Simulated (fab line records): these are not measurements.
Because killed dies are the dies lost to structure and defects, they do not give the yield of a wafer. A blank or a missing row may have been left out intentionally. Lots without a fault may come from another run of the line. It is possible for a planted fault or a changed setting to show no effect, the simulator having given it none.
Which of the tools did it? ; flow berkeley-cmos170 ; Sampling: 15 lots, 45 wafers, 5 of 331 route steps

## WHAT EACH GAUGE READ, for each wafer
UCB170_PFIELD_TW_MEAS_09. Usual: PFIELD_TW 603, standard deviation 5.9.
lot;measured;on;PFIELD_TW;flag
L908;day 4 08:05;film-metro-01;595 592 595;
L909;day 4 13:45;film-metro-04;604 605 606;
L913;day 5 14:25;film-metro-04;608 607 607;
L912;day 5 14:41;film-metro-02;604 600 602;
L917;day 6 00:05;film-metro-02;602 604 604;
L914;day 6 00:14;film-metro-04;604 602 604;
L920;day 6 15:52;film-metro-02;605 605 604;
L919;day 6 15:58;film-metro-02;602 605 606;
L921;day 7 04:32;film-metro-04;610 611 611;
L923;day 7 16:25;film-metro-02;603 602 605;
L925;day 7 16:39;film-metro-02;602 604 604;
L924;day 7 16:42;film-metro-04;614 612 614;
L927;day 8 04:06;film-metro-02;601 605 602;
L926;day 8 04:11;film-metro-01;590 591 593;
L928;day 8 04:22;film-metro-02;602 603 604;

UCB170_V2_CD_MEAS_12: the cd target is 700 nm. Usual: 700.0 nm for cd-nm, sd 1.4.
lot;measured;on;cd-nm (nm);flag
L908;day 7 11:47;cd-sem-01;700.4 702.5 700.3;
L909;day 7 15:34;cd-sem-01;700.2 699.4 698.9;
L913;day 8 16:14;cd-sem-01;702.6 702.9 701.9;
L912;day 8 15:50;cd-sem-01;701.7 701.6 700.8;
L917;day 9 09:31;cd-sem-02;701.2 701.7 701.2;
L914;day 9 04:15;cd-sem-01;701.0 700.5 699.5;
L920;day 10 05:14;cd-sem-01;700.7 700.5 699.4;
L919;day 10 04:56;cd-sem-01;698.8 698.2 697.2;
L921;day 10 18:29;cd-sem-01;700.0 701.6 699.5;
L923;day 11 12:27;cd-sem-01;701.1 700.6 699.8;
L925;day 11 13:16;cd-sem-01;709.6 706.7 708.2;OFF
L924;day 11 13:32;cd-sem-01;708.8 709.2 708.4;OFF
L927;day 11 13:52;cd-sem-01;699.4 699.5 699.1;
L926;day 11 13:00;cd-sem-02;706.2 707.0 707.6;OFF
L928;day 11 12:11;cd-sem-01;700.2 701.5 702.4;

## TOOL THAT RAN EACH LOT (tool first, then ch and the chambers of the sampled wafers, then the start)
lot;UCB170_PFIELD_STRIP_08;UCB170_SPACER_ETCHBACK_03;UCB170_V2_PEB_10
L908;plasma-asher-03 ch 0,1, day 4 07:59;rie-diel-04 ch 0,1, day 6 07:41;litho-track-03 ch 0, day 7 11:29
L909;plasma-asher-01 ch 0,1, day 4 13:39;rie-diel-01 ch 0,1,3, day 6 14:32;litho-track-03 ch 0, day 7 15:17
L913;plasma-asher-03 ch 0,1, day 5 14:20;rie-diel-04 ch 0,1,3, day 7 13:53;litho-track-02 ch 0, day 8 15:44
L912;plasma-asher-03 ch 0,1, day 5 14:35;rie-diel-03 ch 0,3, day 7 13:53;litho-track-03 ch 0, day 8 15:20
L917;plasma-asher-03 ch 0,1, day 5 23:59;rie-diel-01 ch 0,2, day 8 04:43;litho-track-04 ch 0, day 9 09:14
L914;plasma-asher-01 ch 0,1, day 6 00:08;rie-diel-04 ch 0,1,3, day 8 04:43;litho-track-02 ch 0, day 9 03:58
L920;plasma-asher-01 ch 1, day 6 15:46;rie-diel-03 ch 1,2,3, day 9 01:23;litho-track-04 ch 0, day 10 04:58
L919;plasma-asher-03 ch 0,1, day 6 15:52;rie-diel-01 ch 0,1, day 9 01:23;litho-track-04 ch 0, day 10 04:40
L921;plasma-asher-03 ch 0,1, day 7 04:25;rie-diel-01 ch 0,2,3, day 9 12:14;litho-track-02 ch 0, day 10 18:13
L923;plasma-asher-03 ch 0,1, day 7 16:18;rie-diel-03 ch 0,1,2, day 10 02:05;litho-track-04 ch 0, day 11 12:11
L925;plasma-asher-04 ch 0,1, day 7 16:33;rie-diel-01 ch 0,2, day 10 02:05;litho-track-04 ch 0, day 11 12:59
L924;plasma-asher-01 ch 0,1, day 7 16:36;rie-diel-04 ch 0,1, day 10 02:09;litho-track-04 ch 0, day 11 13:16
L927;plasma-asher-04 ch 0,1, day 8 03:59;rie-diel-04 ch 0,1,3, day 10 02:13;litho-track-02 ch 0, day 11 13:35
L926;plasma-asher-03 ch 0,1, day 8 04:04;rie-diel-01 ch 1,2,3, day 10 02:09;litho-track-04 ch 0, day 11 12:44
L928;plasma-asher-01 ch 0,1, day 8 04:16;rie-diel-03 ch 0,1,2, day 10 02:09;litho-track-04 ch 0, day 11 11:55
- UCB170_PFIELD_STRIP_08: strips in O2.
- UCB170_SPACER_ETCHBACK_03: etches SiO2 in CHF3/CF4/Ar, stops on Si, target depth 376 nm, time 100 s.
- UCB170_V2_PEB_10

## WHAT THE TOOLS THEMSELVES READ (means of the sampled wafers that have a number; where no wafer has one, the mark that the record gives instead)
UCB170_PFIELD_STRIP_08. Usual: drypump-motor-current-A 5.5 A, standard deviation 0.36; o2-flow-sccm 399.9 sccm, standard deviation 1.1; oes-product-au 0.734 a.u., standard deviation 0.0044; strip-time-to-endpoint-s 21.66 s, standard deviation 0.07.
lot;tool;drypump-motor-current-A (A);o2-flow-sccm (sccm);oes-product-au (a.u.);strip-time-to-endpoint-s (s);flag
L908;plasma-asher-03;5.4;400.6;0.733;21.67;
L909;plasma-asher-01;5.5;399.7;0.736;21.68;
L913;plasma-asher-03;5.6;400.2;0.736;21.49;
L912;plasma-asher-03;5.6;399.9;0.738;21.62;
L917;plasma-asher-03;5.4;400.2;0.731;21.65;
L914;plasma-asher-01;5.5;400.3;0.731;21.65;
L920;plasma-asher-01;5.9;400.8;0.738;21.68;
L919;plasma-asher-03;5.6;400.6;0.730;21.57;
L921;plasma-asher-03;5.4;399.9;0.731;21.64;
L923;plasma-asher-03;5.4;398.6;0.736;21.65;
L925;plasma-asher-04;5.4;399.8;0.735;21.78;
L924;plasma-asher-01;5.3;399.7;0.737;21.56;
L927;plasma-asher-04;5.4;400.2;0.735;21.68;
L926;plasma-asher-03;5.4;399.4;0.730;21.74;
L928;plasma-asher-01;5.6;399.5;0.738;21.66;

UCB170_SPACER_ETCHBACK_03. Usual: CHF3_flow_sccm 50.00 sccm, standard deviation 0.14; drypump-motor-current-A 5.7 A, standard deviation 0.36; oes-product-au 0.901 a.u., standard deviation 0.014; rf-fwd-power-W 496.8 W, standard deviation 1.8; throttle-valve-pct 6.45 %, standard deviation 0.12.
lot;tool;CHF3_flow_sccm (sccm);drypump-motor-current-A (A);oes-product-au (a.u.);rf-fwd-power-W (W);throttle-valve-pct (%);flag
L908;rie-diel-04;49.97;5.6;0.915;496.7;6.45;
L909;rie-diel-01;50.02;5.6;0.901;497.0;6.40;
L913;rie-diel-04;50.05;5.8;0.897;497.3;6.45;
L912;rie-diel-03;50.18;5.7;0.896;499.1;6.53;
L917;rie-diel-01;50.05;5.1;0.905;496.1;6.47;
L914;rie-diel-04;49.94;5.8;0.896;497.3;6.45;
L920;rie-diel-03;49.76;5.7;0.909;495.8;6.37;
L919;rie-diel-01;50.00;5.4;0.899;494.4;6.34;
L921;rie-diel-01;49.90;5.5;0.886;499.6;6.52;
L923;rie-diel-03;50.00;5.5;0.910;495.1;6.47;
L925;rie-diel-01;50.00;5.4;0.913;497.2;6.57;
L924;rie-diel-04;50.02;5.6;0.906;495.7;6.45;
L927;rie-diel-04;49.98;5.8;0.899;497.1;6.44;
L926;rie-diel-01;50.12;5.8;0.893;496.7;6.52;
L928;rie-diel-03;50.12;5.5;0.895;496.0;6.47;

UCB170_V2_PEB_10. Usual: 22.96 C for resist-line-temp-C, sd 0.12.
lot;tool;resist-line-temp-C (C);flag
L908;litho-track-03;22.96;
L909;litho-track-03;22.95;
L913;litho-track-02;22.96;
L912;litho-track-03;23.03;
L917;litho-track-04;22.98;
L914;litho-track-02;22.91;
L920;litho-track-04;22.94;
L919;litho-track-04;23.12;
L921;litho-track-02;22.86;
L923;litho-track-04;22.98;
L925;litho-track-04;22.81;
L924;litho-track-04;22.82;
L927;litho-track-02;23.16;
L926;litho-track-04;22.95;
L928;litho-track-04;23.12;

## THE ANSWER, worked out from the rows above alone
Rule: lot off if the mean of its wafers having a number is beyond 3 standard deviations from the usual mean. Also off: a lot with no number at a reading for which 4 or more lots have one. Any other lot the step has rows for is counted as sound. Order of review: gauges by route order, followed by the tools' own readings, for which a lot's mean as printed above is used. The first step at which some lot is off is used, and at that step the reading that is off furthest; a lot without a number counts as furthest.
Off: L925, L924, L926, at UCB170_V2_CD_MEAS_12 (cd-nm).
If a tool, at a process step before that reading, ran all the lots that are off and no sound lot after the first of them, it fits. The gauges at UCB170_V2_CD_MEAS_12 are tried like those tools. One fits: UCB170_V2_PEB_10 on litho-track-04. A fault onset in the window from L923 (day 11 12:11, its last sound lot) to L926 (day 11 12:44, its first lot off) fits.

## WHAT HAD BEEN PUT IN BY THE SIMULATOR
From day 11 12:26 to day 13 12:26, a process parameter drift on litho-track-04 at UCB170_V2_PEB_10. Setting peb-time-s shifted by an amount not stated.
Shown lots that were struck: L925, L924, L926. Same finding as the rule above.
